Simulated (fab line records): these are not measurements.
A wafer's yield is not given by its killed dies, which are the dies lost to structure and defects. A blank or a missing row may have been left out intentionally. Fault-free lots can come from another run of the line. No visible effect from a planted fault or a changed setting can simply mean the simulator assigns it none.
Code-filled problem report in 8D (eight disciplines) form	flow rit cmos	the parts of the form that need people (team, actions taken, sign-off) are left out

== 1. WHAT WENT WRONG ==
REOX_OXIDE_THK at RIT_REOX_THK_MEAS_04 reads a mean of 11.9 nm on 6 wafers of 2 lots; wafers without a fault read 25.2 nm with a standard deviation of 0.4. That is -33 standard deviations from the usual mean.
First observed at day 5 09:56: wafer L623.3, on film metro-04. Wafers with a number at this step in the record: 42, from 14 lots. By rule, "out" or "out of limits" means more than 4 standard deviations away from the usual mean. The other wafers with a number count as sound.

== 2. WHAT IT IS, WHAT IT ISN'T ==
question	is	is not
which readings at this step	REOX_OXIDE_THK	-
which lots	L623, L626	L610, L612, L613, L614, L615, L616, L617, L618, L620, L621, L631, L632
which wafers of those lots	all that have a number	-
read on which gauges	film metro-01, film metro-04	film metro-02
when	from day 5 09:56	up to then (30 sound wafers); but 6 sound wafers of L631, L632 came after

== 3. SUSPECTS, AND WHAT RULES EACH OUT ==
Counting: a tool at a process step up to the reading stays a suspect if it ran every lot that is out and no sound lot after the first of them.
- ruled out: the gauge at RIT_REOX_THK_MEAS_04. The wafers that are out were read on 2 gauges (film metro-01, film metro-04).
- furnace-01 at RIT_REOX_OXIDATION_03 (target thk 25.2 nm, ox time 5580 s): kept. It processed each lot that is out, first L623 at day 5 07:22, and no sound lot thereafter; up to then, the last sound lot it processed was L621 at day 4 20:27. Out on those wafers are its own readings of spike tc centre C, spike tc load C, spike tc source C, tube center temp C, tube_center_temp_C_max.
Remaining after the count: furnace-01 at RIT_REOX_OXIDATION_03.

== 4. THE CAUSE (what the simulator had put in) ==
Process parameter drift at RIT_REOX_OXIDATION_03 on furnace-01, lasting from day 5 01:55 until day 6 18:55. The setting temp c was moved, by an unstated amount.
This tool alone remained once counting was done.

== 5. SEQUENCE OF EFFECTS, ordered by route ==
Each row: a reading where the mean over the struck wafers with a number is more than 3 standard deviations away from the usual. Only readings whose record carries a usual standard deviation are examined. hours: median over the lots of the time between each lot's start at the first step of this table that gives one and its start at this step. sigmas: the change, counted in usual standard deviations.
hours	step	reading	usual	on struck wafers	change	sigmas
0	RIT_REOX_OXIDATION_03	spike tc centre C	901.4 C	834.0	-67.4	-48
0	RIT_REOX_OXIDATION_03	spike tc load C	927 C	858	-68	-16
0	RIT_REOX_OXIDATION_03	spike tc source C	921.4 C	855.3	-66.1	-44
0	RIT_REOX_OXIDATION_03	tube center temp C	900.01 C	833.12	-66.89	-99 or more
0	RIT_REOX_OXIDATION_03	tube_center_temp_C_max	902.3	835.5	-66.8	-99 or more
0	RIT_REOX_OXIDATION_03	zone power load pct	25.6 %	20.2	-5.4	-3.8
3	RIT_REOX_THK_MEAS_04	REOX_OXIDE_THK	25.2 nm	11.9	-13.3	-33
Its process steps:
- RIT_REOX_OXIDATION_03: target thk 25.2 nm, ox time 5580 s.

== 6. WHAT WOULD HAVE CAUGHT IT SOONER ==
8 hours passed between the start of the fault at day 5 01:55 and the first reading out of limits at a measuring or inspecting step in this record, taken at day 5 09:56.
The tool's own readings at RIT_REOX_OXIDATION_03 were out on every struck wafer that the step has a row for (spike tc centre C, spike tc load C, spike tc source C, tube center temp C, tube_center_temp_C_max): an alarm limit on them would have fired on the first of those.
Lots out: 2; of these, L626 started RIT_REOX_OXIDATION_03 on furnace-01 after day 5 09:56. A hold on the tool at that time would have spared it.
